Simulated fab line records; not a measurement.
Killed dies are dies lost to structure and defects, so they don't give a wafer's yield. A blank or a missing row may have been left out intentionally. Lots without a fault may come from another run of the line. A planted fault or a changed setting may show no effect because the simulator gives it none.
What tool caused it?    flow berkeley_cmos170    Sampling: 15 lots, 45 wafers, 2 of 331 route steps

== WHAT THE GAUGES SHOWED, per wafer ==
UCB170_ACTIVE_THK_MEAS_03.
lot   measured     on             ACTIVE_OXIDE_THK (nm)
L631  day 4 17:31  film_metro-04  27.0 26.7 26.8
L634  day 5 00:00  film_metro-01  25.6 25.7 25.5
L635  day 5 08:04  film_metro-04  26.2 26.3 26.6
L636  day 5 08:04  film_metro-03  26.1 26.2 25.9
L637  day 5 15:05  film_metro-03  26.6 26.2 26.4
L638  day 6 07:03  film_metro-01  25.8 26.2 25.8
L640  day 6 07:03  film_metro-04  26.0 26.1 26.3
L641  day 6 17:20  film_metro-04  25.4 25.7 25.6
L642  day 7 04:14  film_metro-03  25.9 26.3 26.7
L643  day 7 04:14  film_metro-04  27.2 27.0 27.5
L644  day 7 04:14  film_metro-01  26.7 26.6 26.4
L648  day 8 03:32  film_metro-01  37.5 37.5 37.4
L649  day 8 03:32  film_metro-03  38.5 38.5 38.6
L650  day 8 03:32  film_metro-04  37.8 37.7 37.9
L654  day 9 09:12  film_metro-03  26.4 27.0 26.7

== TOOL THAT RAN EACH LOT (tool first, then ch and the chambers of the sampled wafers, then the start) ==
lot   UCB170_ACTIVE_OXIDATION_02
L631  furnace-04 ch 0, day 4 16:10
L634  furnace-01 ch 0, day 4 22:39
L635  furnace-02 ch 0, day 5 06:43
L636  furnace-02 ch 0, day 5 06:43
L637  furnace-04 ch 0, day 5 13:43
L638  furnace-02 ch 0, day 6 05:41
L640  furnace-02 ch 0, day 6 05:41
L641  furnace-02 ch 0, day 6 15:58
L642  furnace-02 ch 0, day 7 02:53
L643  furnace-02 ch 0, day 7 02:53
L644  furnace-02 ch 0, day 7 02:53
L648  furnace-02 ch 0, day 8 02:10
L649  furnace-02 ch 0, day 8 02:10
L650  furnace-02 ch 0, day 8 02:10
L654  furnace-04 ch 0, day 9 07:51
- UCB170_ACTIVE_OXIDATION_02: target thk 26.4 nm, ox time 1260 s.

== AS READ BY THE TOOLS THEMSELVES (means over the sampled wafers that have a number; for cases with no such wafer, the mark the record gives instead) ==
UCB170_ACTIVE_OXIDATION_02.
lot   tool        spike_tc_source_C (C)
L631  furnace-04  1024.9
L634  furnace-01  1022.0
L635  furnace-02  1025.6
L636  furnace-02  1026.1
L637  furnace-04  1025.3
L638  furnace-02  1025.3
L640  furnace-02  1025.3
L641  furnace-02  1025.5
L642  furnace-02  1026.0
L643  furnace-02  1025.4
L644  furnace-02  1025.9
L648  furnace-02  1024.6
L649  furnace-02  1024.2
L650  furnace-02  1026.1
L654  furnace-04  1024.9

== THE ANSWER, worked out from the rows above alone ==
Rule: usual is defined by the lots themselves. The widest of any qualifying gaps counts: lots, ordered by their means at a reading, are off when they make up no more than a third of the lots, leave a main group of 4 or more, and stand apart from it by 3 or more times the standard deviation of that group's means. Not used: any main group whose means are identical at the precision the tables above print for the reading. A lot without any number at a reading at which 4 lots or more have one is off too. Where the step has rows for the other lots, those lots are counted as sound. Order of review: gauges by route order, followed by the tools' own readings, for which a lot's mean as printed above is used. The first step at which some lot is off is used, and at that step the reading that is off furthest; a lot without a number counts as furthest.
Off: L648, L649, L650, seen at UCB170_ACTIVE_THK_MEAS_03 (ACTIVE_OXIDE_THK). Mean 26.3 nm and standard deviation 0.47 in the main group.
A tool fits if, at a process step before that reading, it ran every lot that is off, and no sound lot after the first of them. Gauges at UCB170_ACTIVE_THK_MEAS_03: tried the same way as those tools. One fits: furnace-02 at UCB170_ACTIVE_OXIDATION_02. Its last sound lot is L642 (day 7 02:53), its first lot that is off L648 (day 8 02:10): a fault that began between those two fits.

== WHAT HAD BEEN PUT IN BY THE SIMULATOR ==
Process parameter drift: furnace-02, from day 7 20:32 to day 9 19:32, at UCB170_ACTIVE_OXIDATION_02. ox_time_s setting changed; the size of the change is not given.
Shown lots that were struck: L648, L649, L650. The same result came from the rule above.
